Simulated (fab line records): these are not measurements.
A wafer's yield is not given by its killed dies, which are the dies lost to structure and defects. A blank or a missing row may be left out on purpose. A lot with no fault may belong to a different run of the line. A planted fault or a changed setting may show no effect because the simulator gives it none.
Tool commonality check || flow berkeley-cmos170 || 42 wafers sampled across 14 lots

== REASON IT WAS OPENED ==
Of 14 lots, 2 have the reading PLDD_RS flagged at UCB170_SDANNEAL_RS_MEAS_04. Fault-free wafers read 1031.4 ohm/sq, with a standard deviation of 2.3.
Rule: flag the lot when none of its wafers has a number, or when each of its wafers that has one lies beyond 4 standard deviations from that mean. The other lots count as sound.

{"lot": "L615", "measured": "day 6 14:41", "on": "film-metro-02", "PLDD_RS (ohm/sq), wafer by wafer": "1033.4 1031.9 1032.9", "flag": ""}
{"lot": "L614", "measured": "day 6 15:09", "on": "film-metro-03", "PLDD_RS (ohm/sq), wafer by wafer": "1033.4 1036.1 1034.5", "flag": ""}
{"lot": "L617", "measured": "day 6 15:48", "on": "film-metro-04", "PLDD_RS (ohm/sq), wafer by wafer": "1036.9 1033.7 1032.1", "flag": ""}
{"lot": "L620", "measured": "day 7 11:55", "on": "film-metro-04", "PLDD_RS (ohm/sq), wafer by wafer": "1033.5 1035.3 1035.3", "flag": ""}
{"lot": "L619", "measured": "day 7 13:02", "on": "film-metro-04", "PLDD_RS (ohm/sq), wafer by wafer": "1032.1 1034.5 1032.4", "flag": ""}
{"lot": "L624", "measured": "day 8 12:08", "on": "film-metro-03", "PLDD_RS (ohm/sq), wafer by wafer": "1029.6 1030.9 1028.6", "flag": ""}
{"lot": "L623", "measured": "day 8 12:11", "on": "film-metro-04", "PLDD_RS (ohm/sq), wafer by wafer": "1032.6 1030.6 1030.3", "flag": ""}
{"lot": "L626", "measured": "day 8 18:32", "on": "film-metro-02", "PLDD_RS (ohm/sq), wafer by wafer": "1074.5 1077.3 1073.4", "flag": "FLAGGED"}
{"lot": "L627", "measured": "day 8 18:58", "on": "film-metro-03", "PLDD_RS (ohm/sq), wafer by wafer": "1074.8 1074.8 1077.0", "flag": "FLAGGED"}
{"lot": "L628", "measured": "day 9 17:01", "on": "film-metro-04", "PLDD_RS (ohm/sq), wafer by wafer": "1029.9 1030.2 1031.6", "flag": ""}
{"lot": "L629", "measured": "day 9 21:19", "on": "film-metro-04", "PLDD_RS (ohm/sq), wafer by wafer": "1030.4 1031.9 1029.1", "flag": ""}
{"lot": "L631", "measured": "day 10 09:07", "on": "film-metro-02", "PLDD_RS (ohm/sq), wafer by wafer": "1029.3 1028.0 1030.0", "flag": ""}
{"lot": "L635", "measured": "day 10 18:31", "on": "film-metro-03", "PLDD_RS (ohm/sq), wafer by wafer": "1029.0 1028.8 1031.1", "flag": ""}
{"lot": "L636", "measured": "day 11 04:26", "on": "film-metro-03", "PLDD_RS (ohm/sq), wafer by wafer": "1030.8 1032.1 1031.8", "flag": ""}
On average the flagged lots' numbers are 1075.3 ohm/sq, which is +43.9 ohm/sq against the usual, or +19 standard deviations.

== WHICH TOOL EACH LOT WENT THROUGH ==
The record keeps 1 process step preceding the reading, out of 331 steps on the route. Cell contents, in order: the tool; ch with the chambers the sampled wafers went through; the start.
{"lot": "L615", "flag": "", "UCB170_SPACER_ANNEAL_02": "furnace-01 ch 0, day 6 06:22"}
{"lot": "L614", "flag": "", "UCB170_SPACER_ANNEAL_02": "furnace-01 ch 0, day 6 06:22"}
{"lot": "L617", "flag": "", "UCB170_SPACER_ANNEAL_02": "furnace-04 ch 0, day 6 09:25"}
{"lot": "L620", "flag": "", "UCB170_SPACER_ANNEAL_02": "furnace-04 ch 0, day 7 04:37"}
{"lot": "L619", "flag": "", "UCB170_SPACER_ANNEAL_02": "furnace-04 ch 0, day 7 04:37"}
{"lot": "L624", "flag": "", "UCB170_SPACER_ANNEAL_02": "furnace-01 ch 0, day 8 03:32"}
{"lot": "L623", "flag": "", "UCB170_SPACER_ANNEAL_02": "furnace-01 ch 0, day 8 03:32"}
{"lot": "L626", "flag": "FLAGGED", "UCB170_SPACER_ANNEAL_02": "furnace-01 ch 0, day 8 12:23"}
{"lot": "L627", "flag": "FLAGGED", "UCB170_SPACER_ANNEAL_02": "furnace-01 ch 0, day 8 12:23"}
{"lot": "L628", "flag": "", "UCB170_SPACER_ANNEAL_02": "furnace-02 ch 0, day 9 09:03"}
{"lot": "L629", "flag": "", "UCB170_SPACER_ANNEAL_02": "furnace-04 ch 0, day 9 15:17"}
{"lot": "L631", "flag": "", "UCB170_SPACER_ANNEAL_02": "furnace-02 ch 0, day 10 02:35"}
{"lot": "L635", "flag": "", "UCB170_SPACER_ANNEAL_02": "furnace-02 ch 0, day 10 12:41"}
{"lot": "L636", "flag": "", "UCB170_SPACER_ANNEAL_02": "furnace-04 ch 0, day 10 21:59"}
What the steps here do:
- UCB170_SPACER_ANNEAL_02: time 1800 s.
- UCB170_SDANNEAL_RS_MEAS_04: measures by four-point-probe.

== FLAGGED AGAINST TOTAL, ONE TOOL AT A TIME (gauges that did the reading follow at the end) ==
{"step": "UCB170_SPACER_ANNEAL_02", "tool": "furnace-01", "lots run": 6, "flagged": 2, "share of the flagged lots": "all", "sound lots run after its first flagged lot": 0}
{"step": "UCB170_SPACER_ANNEAL_02", "tool": "furnace-02", "lots run": 3, "flagged": 0, "share of the flagged lots": "none", "sound lots run after its first flagged lot": "-"}
{"step": "UCB170_SPACER_ANNEAL_02", "tool": "furnace-04", "lots run": 5, "flagged": 0, "share of the flagged lots": "none", "sound lots run after its first flagged lot": "-"}
{"step": "UCB170_SDANNEAL_RS_MEAS_04", "tool": "film-metro-02", "lots run": 3, "flagged": 1, "share of the flagged lots": "some", "sound lots run after its first flagged lot": "1 (L631)"}
{"step": "UCB170_SDANNEAL_RS_MEAS_04", "tool": "film-metro-03", "lots run": 5, "flagged": 1, "share of the flagged lots": "some", "sound lots run after its first flagged lot": "2 (L635,L636)"}
{"step": "UCB170_SDANNEAL_RS_MEAS_04", "tool": "film-metro-04", "lots run": 6, "flagged": 0, "share of the flagged lots": "none", "sound lots run after its first flagged lot": "-"}

== THE TABLE: WHAT IT ALLOWS ==
In the table, 1 row covers all flagged lots: furnace-01 at UCB170_SPACER_ANNEAL_02.
- furnace-01 at UCB170_SPACER_ANNEAL_02 ran 6 lots, 2 of them flagged. Last sound lot L623 at day 8 03:32, first flagged lot L626 at day 8 12:23; a fault beginning in between fits.
furnace-01 at UCB170_SPACER_ANNEAL_02 is the single tool remaining.

== WHAT THE SIMULATOR HAD PUT IN ==
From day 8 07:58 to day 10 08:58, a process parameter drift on furnace-01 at UCB170_SPACER_ANNEAL_02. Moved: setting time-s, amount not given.
Lots struck among those shown: L626, L627. The rule above found the same.
